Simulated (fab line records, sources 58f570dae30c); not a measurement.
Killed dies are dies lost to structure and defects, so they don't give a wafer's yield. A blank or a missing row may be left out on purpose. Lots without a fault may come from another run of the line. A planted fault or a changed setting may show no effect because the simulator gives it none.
Problem report in the 8D (eight disciplines) form, filled by code | flow berkeley_cmos170 | the parts of the form that need people (team, actions taken, sign-off) are left out

1. THE PROBLEM
rf_fwd_power_W at UCB170_GATE_ETCH_14 reads a mean of 573.6 W on 1 wafer of 1 lot; wafers without a fault read 495.2 W with a standard deviation of 1.9. That is +41 standard deviations from the usual mean.
The step: etches BARC in N2/H2.
First seen on wafer L750.4, day 9 17:28, on rie_diel-02. The record holds 39 wafers of 13 lots with a number at this step. Rule for "out", or "out of limits": more than 4 standard deviations from the usual mean. The other wafers with a number count as sound.

2. WHAT IT IS AND WHAT IT IS NOT
question                    | is               | is not
which readings at this step | rf_fwd_power_W   | drypump_motor_current_A, throttle_valve_pct
which lots                  | L750             | L740, L742, L746, L748, L752, L753, L754, L755, L756, L758, L761, L762
which wafers of those lots  | L750.4           | L750.5, L750.6
read on which tools         | rie_diel-02      | rie_diel-01, rie_diel-04
when                        | from day 9 17:28 | up to then (14 sound wafers); but 24 sound wafers of L752, L753, L754, L755, L756, L758, L761, L762 came after

3. SUSPECTS, AND WHAT RULES EACH OUT
Counting: a tool at a process step up to the reading stays a suspect if it ran every lot that is out. Sound lots after the first of them don't rule it out here, since some wafers of a struck lot are sound.
- plasma_asher-02 at UCB170_PWELL_STRIP_16 (strips in O2): kept. It ran the lot that is out, L750 (day 5 16:55); its last sound lot up to then is L748 (day 5 16:36).
- rie_diel-02 at UCB170_GATE_ETCH_14 (etches BARC in N2/H2): kept. It ran the lot that is out, L750 (day 9 17:28); its last sound lot up to then is L742 (day 8 12:04). Its own readings are out on those wafers: rf_fwd_power_W.
- Within rie_diel-02 at UCB170_GATE_ETCH_14: the wafers that are out ran in chamber 0; their sound lot-mates ran in chambers 1, 2.
Left after counting: plasma_asher-02 at UCB170_PWELL_STRIP_16, rie_diel-02 at UCB170_GATE_ETCH_14.

4. THE CAUSE (what the simulator had put in)
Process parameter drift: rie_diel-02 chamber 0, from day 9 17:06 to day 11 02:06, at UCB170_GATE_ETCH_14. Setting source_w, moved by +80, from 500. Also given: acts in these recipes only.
Counting left 2 suspects, and this tool is among them.

5. THE CHAIN OF EFFECTS, in route order
Each row: a reading whose mean over the struck wafers that have a number lies more than 3 standard deviations from the usual. Only readings for which the record gives a usual standard deviation are gone through. hours: the time from each lot's start at the first step in this table that gives one to its start at this step, as a median over the lots. sigmas: the change in usual standard deviations.
hours | step                | reading        | usual      | on struck wafers | change | sigmas
0     | UCB170_GATE_ETCH_14 | oes_product_au | 1.000 a.u. | 1.074            | +0.074 | +3.1
0     | UCB170_GATE_ETCH_14 | rf_fwd_power_W | 495.2 W    | 573.6            | +78.4  | +41
The process steps in it:
- UCB170_GATE_ETCH_14: etches BARC in N2/H2.

6. WHAT WOULD HAVE CAUGHT IT SOONER
In this record the first reading out of limits was taken at day 9 17:28, 0 hours after the fault began at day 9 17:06.
